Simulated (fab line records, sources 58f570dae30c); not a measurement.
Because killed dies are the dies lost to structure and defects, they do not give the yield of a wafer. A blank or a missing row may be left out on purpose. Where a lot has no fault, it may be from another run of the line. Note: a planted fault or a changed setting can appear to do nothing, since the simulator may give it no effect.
One fault seen from 2 desks :: flow berkeley_cmos170 :: every desk sees just its own numbers, and what lay behind them comes last

## THE TOOL OWNER'S DESK: implanter-03
For each lot that ran on this tool, the mean over its sampled wafers that have a number, from the tool's own readings at UCB170_PWELL_IMPLANT_15. Any lot whose mean is over 4 standard deviations away from the usual mean is out of limits and marked OUT; that distance is given in the brackets.
Columns: A = beam_energy_keV at UCB170_PWELL_IMPLANT_15, usual 59.993
lot: L448
first seen here: day 3 22:45
A: 60.003

lot: L449
first seen here: day 4 03:56
A: 60.006

lot: L451
first seen here: day 4 14:38
A: 59.979

lot: L452
first seen here: day 5 02:18
A: 60.007

lot: L458
first seen here: day 5 21:59
A: 59.975

lot: L461
first seen here: day 6 17:41
A: 41.993 (-99 or more) OUT

lot: L463
first seen here: day 7 01:29
A: 41.994 (-99 or more) OUT
This desk's finding: out of limits on L461, L463; first on L461, day 6 17:41 (beam_energy_keV at UCB170_PWELL_IMPLANT_15). Within limits: L448, L449, L451, L452, L458.

## THE METROLOGY DESK
Means of the sampled wafers that have a number, per lot and without regard to the tool the lot ran on: this is what the gauges read. Any lot whose mean is over 4 standard deviations away from the usual mean is out of limits and marked OUT; that distance is given in the brackets.
Columns: A = NWELL_NITRIDE_THK at UCB170_NWELL_THK_MEAS_05, usual 224.3 nm; B = PWELL_TW at UCB170_PWELL_TW_MEAS_17, usual 381
lot: L446
first seen here: day 2 15:23
A: 225.2
B: 379

lot: L445
first seen here: day 2 15:23
A: 226.8
B: 377

lot: L448
first seen here: day 3 00:58
A: 223.5
B: 382

lot: L449
first seen here: day 3 10:38
A: 221.0
B: 387

lot: L450
first seen here: day 3 10:39
A: 224.6
B: 375

lot: L451
first seen here: day 3 18:42
A: 224.5
B: 387

lot: L452
first seen here: day 4 01:59
A: 223.1
B: 382

lot: L457
first seen here: day 5 00:35
A: 224.9
B: 374

lot: L458
first seen here: day 5 00:35
A: 224.7
B: 381

lot: L461
first seen here: day 5 18:28
A: 227.3
B: 362 (-6.3) OUT

lot: L464
first seen here: day 6 02:56
A: 223.6
B: 382

lot: L463
first seen here: day 6 03:00
A: 223.5
B: 363 (-6.0) OUT

lot: L465
first seen here: day 6 17:54
A: 224.5
B: 379

lot: L466
first seen here: day 6 17:54
A: 223.9
B: 383
This desk finds L461, L463 out of limits, with the earliest case on L461 at day 6 17:56 (PWELL_TW at UCB170_PWELL_TW_MEAS_17). Within limits: L446, L445, L448, L449, L450, L451, L452, L457, L458, L464, L465, L466.

## PUT TOGETHER
An alarm could have come from the tool owner's desk at day 6 17:41, on L461, L463.
L461, L463 would have let the metrology desk raise an alarm at day 6 17:56.
Every lot named ran UCB170_PWELL_IMPLANT_15 on implanter-03.

## WHAT HAD BEEN PUT IN BY THE SIMULATOR
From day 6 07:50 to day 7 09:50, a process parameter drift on implanter-03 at UCB170_PWELL_IMPLANT_15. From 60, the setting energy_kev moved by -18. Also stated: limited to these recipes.
Shown lots that were struck: L461, L463.
Time in hours from fault onset to the first out-of-limits reading at each desk: tool owner's desk 10, metrology desk 10.
